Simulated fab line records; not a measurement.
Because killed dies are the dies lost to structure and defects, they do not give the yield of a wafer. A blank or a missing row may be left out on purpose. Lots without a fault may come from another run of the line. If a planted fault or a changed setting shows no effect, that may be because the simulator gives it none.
Check of tool commonality	flow rit-cmos	Lots sampled 14, wafers sampled 48

THE REASON FOR OPENING IT
2 of 14 lots carry a flag on the reading PLDD_TW at RIT_PLDD_TW_MEAS_10. Fault-free wafers read 2336, with a standard deviation of 23.
Rule: flag the lot when none of its wafers has a number, or when each of its wafers that has one lies beyond 4 standard deviations from that mean. The rest of the lots are taken to be sound.

lot	measured	on	PLDD_TW, wafer by wafer	flag
L544	day 2 20:02	film-metro-01	2379 2364 2371	
L545	day 3 01:37	film-metro-04	2325 2338 2333	
L550	day 4 02:33	film-metro-04	29 29 30 30 29 29	FLAGGED
L551	day 4 07:41	film-metro-04	30 30 30 30 30 30	FLAGGED
L554	day 4 22:51	film-metro-01	2355 2366 2368	
L555	day 5 05:40	film-metro-04	2325 2320 2324	
L556	day 5 08:00	film-metro-04	2322 2324 2327	
L557	day 5 11:49	film-metro-01	2368 2374 2359	
L558	day 5 18:28	film-metro-01	2376 2368 2376	
L562	day 6 14:53	film-metro-04	2319 2319 2331	
L564	day 6 23:58	film-metro-04	2308 2303 2320	
L565	day 7 03:35	film-metro-04	2317 2325 2321	
L566	day 7 10:17	film-metro-01	2376 2376 2380	
L567	day 7 15:03	film-metro-01	2373 2376 2379	
Averaged over the flagged lots the numbers come to 30, -2306 from the usual (-99 or more standard deviations).

TOOL THAT RAN EACH LOT
Before the reading, the record contains 2 process steps out of a 202-step route. Cell contents, in order: the tool; ch with the chambers the sampled wafers went through; the start.
lot	flag	RIT_NWELL_STRIP_09	RIT_NLDD_STRIP_09
L544		plasma-asher-04 ch 0,1, day 1 20:49	plasma-asher-04 ch 0,1, day 2 18:25
L545		plasma-asher-04 ch 0,1, day 2 03:09	plasma-asher-03 ch 0,1, day 2 23:53
L550	FLAGGED	plasma-asher-02 ch 0,1, day 3 04:31	plasma-asher-03 ch 0,1, day 4 00:34
L551	FLAGGED	plasma-asher-03 ch 0,1, day 3 08:27	plasma-asher-03 ch 0,1, day 4 06:00
L554		plasma-asher-02 ch 0,1, day 3 23:52	plasma-asher-01 ch 0,1, day 4 21:01
L555		plasma-asher-03 ch 0,1, day 4 04:32	plasma-asher-03 ch 0,1, day 5 03:57
L556		plasma-asher-04 ch 0, day 4 10:32	plasma-asher-03 ch 0,1, day 5 06:24
L557		plasma-asher-04 ch 0,1, day 4 13:59	plasma-asher-03 ch 1, day 5 10:11
L558		plasma-asher-03 ch 1, day 4 19:50	plasma-asher-03 ch 0, day 5 16:52
L562		plasma-asher-02 ch 0,1, day 5 14:40	plasma-asher-03 ch 0,1, day 6 13:10
L564		plasma-asher-04 ch 0,1, day 6 01:10	plasma-asher-04 ch 0,1, day 6 22:14
L565		plasma-asher-03 ch 0,1, day 6 05:55	plasma-asher-04 ch 0,1, day 7 01:59
L566		plasma-asher-03 ch 0,1, day 6 11:26	plasma-asher-01 ch 1, day 7 08:34
L567		plasma-asher-04 ch 0,1, day 6 16:04	plasma-asher-04 ch 0,1, day 7 13:22
What is done by these steps:
- RIT_NWELL_STRIP_09: strips in O2, time 180 s.
- RIT_NLDD_STRIP_09: strips in O2, time 180 s.
- RIT_PLDD_TW_MEAS_10

FLAGGED AGAINST TOTAL, ONE TOOL AT A TIME (gauges that did the reading follow at the end)
step	tool	lots run	flagged	share of the flagged lots	sound lots run after its first flagged lot
RIT_NWELL_STRIP_09	plasma-asher-02	3	1	some	2 (L554,L562)
RIT_NWELL_STRIP_09	plasma-asher-03	5	1	some	4 (L555,L558,L565,L566)
RIT_NWELL_STRIP_09	plasma-asher-04	6	0	none	-
RIT_NLDD_STRIP_09	plasma-asher-01	2	0	none	-
RIT_NLDD_STRIP_09	plasma-asher-03	8	2	all	5 (L555,L556,L557,L558,L562)
RIT_NLDD_STRIP_09	plasma-asher-04	4	0	none	-
RIT_PLDD_TW_MEAS_10	film-metro-01	6	0	none	-
RIT_PLDD_TW_MEAS_10	film-metro-04	8	2	all	5 (L555,L556,L562,L564,L565)

WHAT THE TABLE PERMITS
Table rows that saw every flagged lot: 2, namely plasma-asher-03 at RIT_NLDD_STRIP_09 and film-metro-04 at RIT_PLDD_TW_MEAS_10.
- plasma-asher-03 at RIT_NLDD_STRIP_09: 2 of its 8 lots flagged. Sound lots followed the first flagged one (L555, L556, L557, L558, L562) on it, something a lasting fault affecting the whole tool could not allow. On the flagged lots its readings are blank where sound lots have values: chamber-pressure-mTorr, drypump-motor-current-A.
- film-metro-04 at RIT_PLDD_TW_MEAS_10: 2 of its 8 lots flagged. Sound lots followed the first flagged one (L555, L556, L562, L564, L565) on it, something a lasting fault affecting the whole tool could not allow.
There is no row in the table that ran each flagged lot and no sound lot after the first.

WHAT THE SIMULATOR HAD PUT IN
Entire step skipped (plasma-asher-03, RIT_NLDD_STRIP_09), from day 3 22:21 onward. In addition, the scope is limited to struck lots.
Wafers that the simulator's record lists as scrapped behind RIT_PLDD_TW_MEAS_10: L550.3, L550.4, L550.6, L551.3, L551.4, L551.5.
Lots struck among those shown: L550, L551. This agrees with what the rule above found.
